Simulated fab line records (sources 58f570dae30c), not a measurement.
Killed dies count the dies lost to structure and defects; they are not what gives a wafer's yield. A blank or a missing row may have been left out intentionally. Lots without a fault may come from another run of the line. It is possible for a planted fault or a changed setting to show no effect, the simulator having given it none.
Which tool was responsible? ; flow berkeley_cmos170 ; Sampling: 14 lots, 42 wafers, 4 of 331 route steps

WHAT THE GAUGES SHOWED, per wafer
UCB170_NWELL_OVL_MEAS_12.
lot;measured;on;NWELL_OVL (nm)
L962;day 2 14:56;overlay-02;7 -3 3
L963;day 3 13:20;overlay-01;-12 -3 8
L964;day 3 13:33;overlay-02;3 4 -2
L965;day 3 22:52;overlay-01;3 8 5
L966;day 4 02:10;overlay-01;3 10 13
L970;day 4 09:44;overlay-02;-6 -7 1
L971;day 4 15:37;overlay-02;3 1 -2
L973;day 4 23:35;overlay-02;-4 -12 -2
L977;day 5 18:13;overlay-02;2 12 7
L980;day 6 10:02;overlay-01;5 -3 -2
L981;day 6 13:05;overlay-01;1 -10 9
L982;day 6 16:34;overlay-01;0 0 1
L983;day 7 00:47;overlay-02;6 2 -4
L984;day 7 03:45;overlay-02;-2 3 4

UCB170_PWELL_THK_MEAS_03.
lot;measured;on;PWELL_OXIDE_THK (nm)
L962;day 3 02:13;film_metro-04;26.2 26.0 26.7
L963;day 4 03:14;film_metro-01;27.0 27.0 26.9
L964;day 4 03:14;film_metro-03;26.2 25.8 26.3
L965;day 4 11:05;film_metro-04;25.9 25.7 26.0
L966;day 4 11:05;film_metro-03;26.2 25.9 25.9
L970;day 4 18:23;film_metro-01;26.4 26.4 26.5
L971;day 5 01:25;film_metro-01;26.9 26.6 26.3
L973;day 5 15:59;film_metro-01;26.8 26.3 26.0
L977;day 6 03:26;film_metro-04;26.0 25.6 25.8
L980;day 6 22:02;film_metro-04;25.7 25.5 26.3
L981;day 6 22:03;film_metro-03;25.4 25.8 25.5
L982;day 7 05:14;film_metro-03;25.9 25.0 26.0
L983;day 7 12:32;film_metro-04;25.9 26.2 26.1
L984;day 7 12:34;film_metro-03;26.4 26.4 26.2

UCB170_PVT_TW_MEAS_09.
lot;measured;on;PVT_TW
L962;day 6 16:55;film_metro-04;506 504 503
L963;day 7 20:50;film_metro-01;511 512 511
L964;day 7 20:05;film_metro-01;512 511 513
L965;day 7 20:14;film_metro-04;503 504 505
L966;day 7 20:46;film_metro-04;505 503 506
L970;day 7 22:05;film_metro-03;510 513 512
L971;day 8 07:32;film_metro-01;511 509 508
L973;day 9 01:42;film_metro-04;502 502 505
L977;day 9 13:15;film_metro-03;512 513 513
L980;day 10 18:53;film_metro-03;512 513 512
L981;day 10 20:15;film_metro-04;503 504 502
L982;day 10 20:09;film_metro-01;513 506 508
L983;day 10 19:57;film_metro-04;506 505 507
L984;day 10 19:54;film_metro-01;509 509 510

WHAT TOOL EACH LOT RAN ON (gives the tool, then ch and the chambers of the sampled wafers, and finally the start)
lot;UCB170_PFIELD_IMPLANT_07
L962;implanter-02 ch 0, day 5 03:58
L963;implanter-04 ch 0, day 6 09:01
L964;implanter-03 ch 0, day 6 09:04
L965;implanter-04 ch 0, day 6 11:10
L966;implanter-03 ch 0, day 6 12:07
L970;implanter-02 ch 0, day 6 11:29
L971;implanter-02 ch 0, day 6 18:51
L973;implanter-02 ch 0, day 7 13:23
L977;implanter-03 ch 0, day 8 00:16
L980;implanter-04 ch 0, day 9 02:12
L981;implanter-03 ch 0, day 9 01:57
L982;implanter-03 ch 0, day 9 06:15
L983;implanter-04 ch 0, day 9 05:58
L984;implanter-04 ch 0, day 9 06:18
- UCB170_PFIELD_IMPLANT_07

AS READ BY THE TOOLS THEMSELVES (means over the sampled wafers that have a number; for cases with no such wafer, the mark the record gives instead)
UCB170_PFIELD_IMPLANT_07.
lot;tool;beam_energy_keV
L962;implanter-02;80.021
L963;implanter-04;80.014
L964;implanter-03;80.032
L965;implanter-04;80.023
L966;implanter-03;80.036
L970;implanter-02;80.012
L971;implanter-02;87.266
L973;implanter-02;87.288
L977;implanter-03;80.014
L980;implanter-04;79.961
L981;implanter-03;79.961
L982;implanter-03;79.989
L983;implanter-04;80.018
L984;implanter-04;79.993

THE ANSWER, worked out from the rows above alone
Rule: usual is defined by the lots themselves. The widest of any qualifying gaps counts: lots, ordered by their means at a reading, are off when they make up no more than a third of the lots, leave a main group of 4 or more, and stand apart from it by 3 or more times the standard deviation of that group's means. A main group whose means are all the same, to the digits that the tables above print for the reading, isn't used. Also off: a lot with no number at a reading for which 4 or more lots have one. Any other lot the step has rows for is counted as sound. Order of review: gauges by route order, followed by the tools' own readings, for which a lot's mean as printed above is used. At the first step where some lot is off, the reading lying furthest off is the one used; lots without a number count as furthest.
Off: L971, L973 (UCB170_PFIELD_IMPLANT_07, beam_energy_keV). The main group has a mean of 80.006 with a standard deviation of 0.024.
If a tool, at that step or one of the process steps before it, ran each lot that is off and ran no sound lot following the first of them, it fits. One fits: UCB170_PFIELD_IMPLANT_07 on implanter-02. A fault onset in the window from L970 (day 6 11:29, its last sound lot) to L971 (day 6 18:51, its first lot off) fits.
The tool's own readings at UCB170_PFIELD_IMPLANT_07 bear it out: on the lots that are off they differ by more than 5 times the standard deviation of the sound lots' means. beam_energy_keV reads 87.277 there against 80.006 on the sound lots.

WHAT WAS PUT IN BY THE SIMULATOR
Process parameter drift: implanter-02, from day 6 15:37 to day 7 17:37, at UCB170_PFIELD_IMPLANT_07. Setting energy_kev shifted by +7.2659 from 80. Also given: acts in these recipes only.
Lots struck among those shown: L971, L973. The rule above reached the same finding.
